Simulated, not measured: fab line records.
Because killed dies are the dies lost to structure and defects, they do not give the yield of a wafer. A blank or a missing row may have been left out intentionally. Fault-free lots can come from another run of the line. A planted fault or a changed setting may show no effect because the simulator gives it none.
fab line records	flow rit-cmos
[record] lots = 16	wafers = 48	last-day = 7
route steps=202 shown CONTACT@173 M1@202
lots that met no fault: from a run of the same line without faults
start-h: the number of hours between the record's first day and the start of the first shown wafer of the lot	wait-h: hours elapsed since this lot's preceding step	" as in the row above	L1.1+2: several wafers, shown together as one row	- either no value or no given start	* or withheld: withheld	< > ~ a bound
route shown NAME@n: names a module that has steps shown in the file, with the first one's number in the route	usual: average and standard deviation across the fault-free wafers	same: alike in all rows	chamber/n: place in a boat	sites: each site's reading	_std_site: standard deviation of those values	_edge_site: inner sites' mean taken away from outer sites' mean	radius-mm: for every site, how far away it sits from the centre of the wafer	mask NAME#n: copy n	behind: the last tool/chamber to shape the wafer	hold: reason for holding the lot/hours on hold/outcome of the hold	device: whichever transistor did not switch (one of n, p or np)	end of line: the route-end tests of the same wafers	step lacking rows: just its recipe	killed: count of dies lost to structure and defects at first sort (not the wafer's yield)	map: a wafer's dies, marking killed ones x, the rest . and places with no die _
set.NAME: setting as actually run; set.NAME@STEP: the setting as run at that earlier step	model.NAME: the simulator's own value behind a step, which no gauge read
one table for each step of the route and one row for each wafer, over a sample of lots
services: the hour from which a tool's chamber was out of use, counted from the record's first day as start-h (under 0 if before that day), plus the number of hours and why
[[steps]]
[step RIT_CONTACT_EXPOSE_05]
[recipe] mask-id = M11	na = 0.6	source-shape = conventional	sigma-outer = 0.5	target-cd-nm = 1000	dose-mj = 250
lot.wafer	tool	chamber	start-h	wait-h	mask
L531.2+5+6	iline-stepper-02	0	69.72	0.1	M11#0
L532.2+3+6	iline-stepper-02	0	76.29	0.1	M11#0
L533.4+5+6	iline-stepper-02	0	94.36	0.1	M11#0
L534.3+4+6	iline-stepper-02	0	94.46	0.1	M11#0
L535.1+4+6	iline-stepper-01	0	106.35	4.4	M11#0
L538.2+3+6	iline-stepper-02	0	119.95	4.6	M11#0
L539.1+3+4	iline-stepper-02	0	120.28	4.4	M11#0
L540.1+2+5	iline-stepper-02	0	120.40	4.4	M11#0
L541.1+2+6	iline-stepper-01	0	129.79	0.2	M11#0
L545.3+4+5	iline-stepper-02	0	139.48	0.2	M11#0
L543.1+4+6	iline-stepper-02	0	139.67	0.1	M11#0
L544.1+5+6	iline-stepper-01	0	141.89	0.2	M11#0
L546.3+4+5	iline-stepper-02	0	144.55	0.2	M11#0
L548.1+4+6	iline-stepper-01	0	149.43	0.1	M11#0
L550.3+4+5	iline-stepper-02	0	157.51	0.2	M11#0
L554.1+2+3	iline-stepper-01	0	171.71	0.3	M11#0
[step RIT_CONTACT_OVL_MEAS_09]
[usual] CONTACT_OVL = -0.1/1.3
lot.wafer	tool	chamber	start-h	wait-h	hold	CONTACT_OVL[nm]
L531.2	overlay-02	-	70.43	0.1	-	2.5
L531.5	"	-	"	"	-	2.1
L531.6	"	-	"	"	-	1.7
L532.2	overlay-02	-	76.91	0.1	-	-0.1
L532.3	"	-	"	"	-	0.0
L532.6	"	-	"	"	-	0.3
L533.4	overlay-02	-	94.96	0.1	-	1.7
L533.5	"	-	"	"	-	-0.1
L533.6	"	-	"	"	-	0.2
L534.3	overlay-01	-	95.07	0.1	-	1.0
L534.4	"	-	"	"	-	1.1
L534.6	"	-	"	"	-	0.6
L535.1	overlay-01	-	107.01	0.1	-	0.0
L535.4	"	-	"	"	-	0.5
L535.6	"	-	"	"	-	0.4
L538.2	overlay-02	-	120.57	0.1	-	-0.1
L538.3	"	-	"	"	-	-0.7
L538.6	"	-	"	"	-	-0.3
L539.1	overlay-02	-	120.97	0.1	-	-1.1
L539.3	"	-	"	"	-	-0.7
L539.4	"	-	"	"	-	0.2
L540.1	overlay-01	-	121.08	0.1	-	0.8
L540.2	"	-	"	"	-	0.6
L540.5	"	-	"	"	-	2.2
L541.1	overlay-01	-	130.43	0.1	-	1.6
L541.2	"	-	"	"	-	1.8
L541.6	"	-	"	"	-	1.9
L545.3	overlay-02	-	140.20	0.1	await-dispo/0.2h/release	242.1
L545.4	"	-	"	"	await-dispo/0.2h/release	237.2
L545.5	"	-	"	"	await-dispo/0.2h/release	240.1
L545.3	overlay-02	-	140.40	0.2	-	240.2
L545.4	"	-	"	"	-	236.7
L545.5	"	-	"	"	-	238.5
L543.1	overlay-01	-	140.53	0.1	await-dispo/0.2h/release	238.1
L543.4	"	-	"	"	await-dispo/0.2h/release	237.7
L543.6	"	-	"	"	await-dispo/0.2h/release	238.5
L543.1	overlay-01	-	140.74	0.2	-	236.4
L543.4	"	-	"	"	-	236.7
L543.6	"	-	"	"	-	237.2
L544.1	overlay-01	-	142.53	0.1	-	0.7
L544.5	"	-	"	"	-	1.4
L544.6	"	-	"	"	-	0.3
L546.3	overlay-01	-	145.32	0.1	await-dispo/0.2h/release	236.3
L546.4	"	-	"	"	await-dispo/0.2h/release	237.3
L546.5	"	-	"	"	await-dispo/0.2h/release	236.8
L546.3	overlay-01	-	145.53	0.2	-	234.7
L546.4	"	-	"	"	-	236.4
L546.5	"	-	"	"	-	235.5
L548.1	overlay-01	-	150.07	0.1	-	0.9
L548.4	"	-	"	"	-	0.8
L548.6	"	-	"	"	-	1.2
L550.3	overlay-01	-	158.12	0.1	await-dispo/0.2h/release	239.1
L550.4	"	-	"	"	await-dispo/0.2h/release	240.8
L550.5	"	-	"	"	await-dispo/0.2h/release	239.4
L550.3	overlay-01	-	158.33	0.2	-	238.6
L550.4	"	-	"	"	-	239.7
L550.5	"	-	"	"	-	238.5
L554.1	overlay-02	-	172.44	0.1	-	-1.3
L554.2	"	-	"	"	-	-0.6
L554.3	"	-	"	"	-	-1.1
[step RIT_M1_PROBE_99]
[usual] defect-limited-yield = 97.4/1.2	killed-at-contacts = 0.1/0.25	killed-at-front-end = 7/3.1	killed-dies = 7/3.2	killed-on-rim = 1.9/1.5	killed-open = 3.3/2	killed-short = 3.5/2	sort_bin_3_pad_short = 0.1/0.18	sort_bin_5_function = 1.6/0.88	sort_bin_6_memory = 0.9/0.58	sort-n-pass = 257/3.2	sort-yield-pct = 97.4/1.2
[same] gross-dies = 264	killed_at_M0_to_M3 = 0	killed_at_M4_up = 0	killed-at-back-side = 0	killed-at-other = 0
lot.wafer	tool	chamber	start-h	wait-h	defect-limited-yield[%]	killed-at-contacts	killed-at-front-end	killed-dies	killed-on-rim	killed-open	killed-short	sort_bin_3_pad_short[%]	sort_bin_5_function[%]	sort_bin_6_memory[%]	sort-n-pass	sort-yield-pct[%]
L531.2	prober-02	-	75.66	0.1	98.5	0	4	4	0	0	4	0	0.8	0.8	260	98.5
L531.5	prober-02	-	75.81	0.2	98.9	0	3	3	2	0	3	0	0.4	0.8	261	98.9
L531.6	prober-02	-	75.86	0.2	97.3	0	7	7	2	3	4	0	2.3	0.4	257	97.3
L535.1	prober-02	-	114.33	0.1	98.1	0	5	5	2	2	3	0	0.8	1.1	259	98.1
L535.4	prober-02	-	114.48	0.2	98.1	0	5	5	0	2	3	0	1.5	0.4	259	98.1
L535.6	prober-02	-	114.58	0.2	97.7	1	5	6	3	3	3	0.4	1.5	0.4	258	97.7
L538.2	prober-01	-	126.81	0.1	96.6	0	9	9	4	5	4	0	1.5	1.9	255	96.6
L538.3	prober-01	-	126.86	0.2	95.8	0	11	11	3	4	7	0.4	2.3	1.5	253	95.8
L538.6	prober-01	-	127.01	0.2	97.0	0	8	8	2	5	3	0	2.3	0.8	256	97.0
L548.1	prober-02	-	156.23	0.1	98.5	0	4	4	0	3	1	0	1.5	0	260	98.5
L548.4	prober-02	-	156.38	0.2	98.1	0	5	5	1	3	2	0.4	1.1	0.4	259	98.1
L548.6	prober-02	-	156.48	0.2	96.2	0	10	10	3	5	5	0	2.3	1.5	254	96.2
L554.1	prober-02	-	177.51	0.1	97.3	0	7	7	0	2	5	0.8	0.8	1.1	257	97.3
L554.2	prober-02	-	177.56	0.1	96.6	0	9	9	3	2	7	0.4	1.5	1.5	255	96.6
L554.3	prober-02	-	177.61	0.2	96.6	0	9	9	0	5	4	0	1.9	1.5	255	96.6
// killed by level:class
L531.2 SPACER:geometric-particle:short=2 SILICIDE:geometric-particle:short=2
L531.5 SILICIDE:geometric-particle:short=2 GATE:geometric-particle:short=1
L531.6 GATE:geometric-particle:short=3 FOX2:geometric-particle:open=2 FOX1:geometric-particle:short=1 SPACER:geometric-particle:open=1
L535.1 REOX:geometric-particle:short=3 GATE:geometric-particle:open=1 SILICIDE:geometric-particle:open=1
L535.4 FOX2:geometric-particle:short=1 FOX2:geometric-particle:open=1 GATE:geometric-particle:open=1 REOX:geometric-particle:short=1 SILICIDE:geometric-particle:short=1
L535.6 GATE:geometric-particle:short=2 FOX1:geometric-particle:short=1 GATE:geometric-particle:open=1 SILICIDE:geometric-particle:open=1 CONTACT:geometric-particle:open=1
L538.2 SILICIDE:geometric-particle:open=2 SILICIDE:geometric-particle:short=2 ACTIVE:geometric-particle:open=1 FOX1:geometric-particle:open=1 GATE:geometric-particle:open=1 GATE:geometric-particle:short=1 REOX:geometric-particle:short=1
L538.3 FOX1:geometric-particle:short=4 FOX1:geometric-particle:open=2 SPACER:geometric-particle:short=2 FOX2:geometric-particle:open=1 REOX:geometric-particle:short=1 SPACER:geometric-particle:open=1
L538.6 SILICIDE:geometric-particle:open=3 FOX1:geometric-particle:open=1 FOX1:geometric-particle:short=1 REOX:geometric-particle:open=1 REOX:geometric-particle:short=1 SILICIDE:geometric-particle:short=1
L548.1 FOX1:geometric-particle:open=1 FOX2:geometric-particle:short=1 GATE:geometric-particle:open=1 SILICIDE:geometric-particle:open=1
L548.4 FOX2:geometric-particle:open=2 FOX2:geometric-particle:short=1 GATE:geometric-particle:short=1 GATE:geometric-particle:open=1
L548.6 GATE:geometric-particle:short=4 GATE:geometric-particle:open=3 FOX2:geometric-particle:open=2 REOX:geometric-particle:short=1
L554.1 GATE:geometric-particle:short=2 FOX1:geometric-particle:open=1 FOX2:geometric-particle:short=1 REOX:geometric-particle:short=1 SPACER:geometric-particle:short=1 SILICIDE:geometric-particle:open=1
L554.2 GATE:geometric-particle:short=4 REOX:geometric-particle:short=2 REOX:geometric-particle:open=2 FOX1:geometric-particle:short=1
L554.3 FOX1:geometric-particle:open=3 FOX1:geometric-particle:short=1 FOX2:geometric-particle:open=1 FOX2:geometric-particle:short=1 REOX:geometric-particle:short=1 SILICIDE:geometric-particle:open=1 SILICIDE:geometric-particle:short=1
[[services]]
tool	chamber	start-h	hours	kind
iline-stepper-01	-	69.13	1.7	pm
iline-stepper-01	-	76.64	28.9	pm
iline-stepper-02	-	122.96	8.9	pm
iline-stepper-02	-	131.85	1.7	pm
iline-stepper-01	-	159.31	3.5	repair
[[key]]
[first-sign] step = RIT_CONTACT_OVL_MEAS_09	reading = visit	direction = added
[effect] step = RIT_CONTACT_OVL_MEAS_09	reading = CONTACT_OVL	direction = up	sigmas = 99+	usual = -0.1	struck = 238.6
met-at RIT_CONTACT_EXPOSE_05
struck-lots L543,L545,L546,L550
scrapped-behind RIT_CONTACT_OVL_MEAS_09 L543.1,L543.4,L543.6,L545.3,L545.4,L545.5,L546.3,L546.4,L546.5,L550.3,L550.4,L550.5
[fault] kind = scanner-matching-overlay	tool = iline-stepper-02	chamber = -	onset-h = 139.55	steps = RIT_CONTACT_EXPOSE_05	offset = 240
